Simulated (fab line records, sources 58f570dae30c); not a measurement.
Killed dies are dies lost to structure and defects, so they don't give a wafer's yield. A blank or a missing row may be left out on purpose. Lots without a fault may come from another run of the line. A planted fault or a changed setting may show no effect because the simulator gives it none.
Which tool did it? | flow berkeley_cmos170 | 15 lots, 45 wafers sampled, at 1 step of a route of 331

WHAT THE GAUGES READ, wafer by wafer
The record holds no reading of a measuring or inspecting step that can be judged against a usual standard deviation.

WHICH TOOL RAN EACH LOT (tool, then ch and the chambers of the sampled wafers, then the start)
lot  | UCB170_NSD_PEB_04
L485 | litho_track-01 ch 0, day 7 18:47
L488 | litho_track-01 ch 0, day 8 05:13
L486 | litho_track-01 ch 0, day 8 05:28
L493 | litho_track-01 ch 0, day 9 05:17
L491 | litho_track-03 ch 0, day 9 05:29
L492 | litho_track-03 ch 0, day 9 05:45
L494 | litho_track-01 ch 0, day 9 21:40
L497 | litho_track-04 ch 0, day 10 15:42
L500 | litho_track-01, day 11 04:41
L502 | litho_track-01, day 11 22:20
L507 | litho_track-03 ch 0, day 12 08:38
L503 | litho_track-01, day 12 08:41
L505 | litho_track-04 ch 0, day 12 09:26
L506 | litho_track-04 ch 0, day 12 09:43
L508 | litho_track-04 ch 0, day 12 17:31
- UCB170_NSD_PEB_04

WHAT THE TOOLS THEMSELVES READ (means of the sampled wafers that have a number; where no wafer has one, the mark that the record gives instead)
UCB170_NSD_PEB_04. Usual: chill_plate_temp_C 23.00 C, standard deviation 0.1; exhaust_pa 45.2 Pa, standard deviation 0.99.
lot  | tool           | chill_plate_temp_C (C) | exhaust_pa (Pa) | flag
L485 | litho_track-01 | 23.03                  | 45.0            |
L488 | litho_track-01 | 23.00                  | 46.0            |
L486 | litho_track-01 | 23.05                  | 45.3            |
L493 | litho_track-01 | 22.88                  | 45.6            |
L491 | litho_track-03 | 23.01                  | 45.9            |
L492 | litho_track-03 | 22.97                  | 46.3            |
L494 | litho_track-01 | 23.08                  | 44.6            |
L497 | litho_track-04 | 23.03                  | 45.2            |
L500 | litho_track-01 | -                      | -               | OFF
L502 | litho_track-01 | -                      | -               | OFF
L507 | litho_track-03 | 23.01                  | 43.3            |
L503 | litho_track-01 | -                      | -               | OFF
L505 | litho_track-04 | 22.99                  | 44.1            |
L506 | litho_track-04 | 23.05                  | 45.7            |
L508 | litho_track-04 | 23.01                  | 44.7            |

THE ANSWER, worked out from the rows above alone
Rule: a lot is off if the mean of its wafers that have a number lies more than 3 standard deviations from the usual mean. A lot without any number at a reading at which 4 lots or more have one is off too. The other lots that the step has rows for count as sound. The gauges are gone through in route order, then the tools' own readings, and for those a lot's mean is taken as printed above. The first step at which some lot is off is used, and at that step the reading that is off furthest; a lot without a number counts as furthest.
Off: L500, L502, L503, at UCB170_NSD_PEB_04 (chill_plate_temp_C). Without a number there: L500, L502, L503.
A tool fits if, at that step or a process step before it, it ran every lot that is off, and no sound lot after the first of them. One fits: litho_track-01 at UCB170_NSD_PEB_04. Its last sound lot is L494 (day 9 21:40), its first lot that is off L500 (day 11 04:41): a fault that began between those two fits.
Blank at UCB170_NSD_PEB_04 on the lots that are off, where sound lots have numbers: chill_plate_temp_C, exhaust_pa.

WHAT THE SIMULATOR HAD PUT IN
Skipped step whole: litho_track-01, from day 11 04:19 on, at UCB170_NSD_PEB_04. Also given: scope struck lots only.
Lots struck among those shown: L500, L502, L503. The rule above found the same.
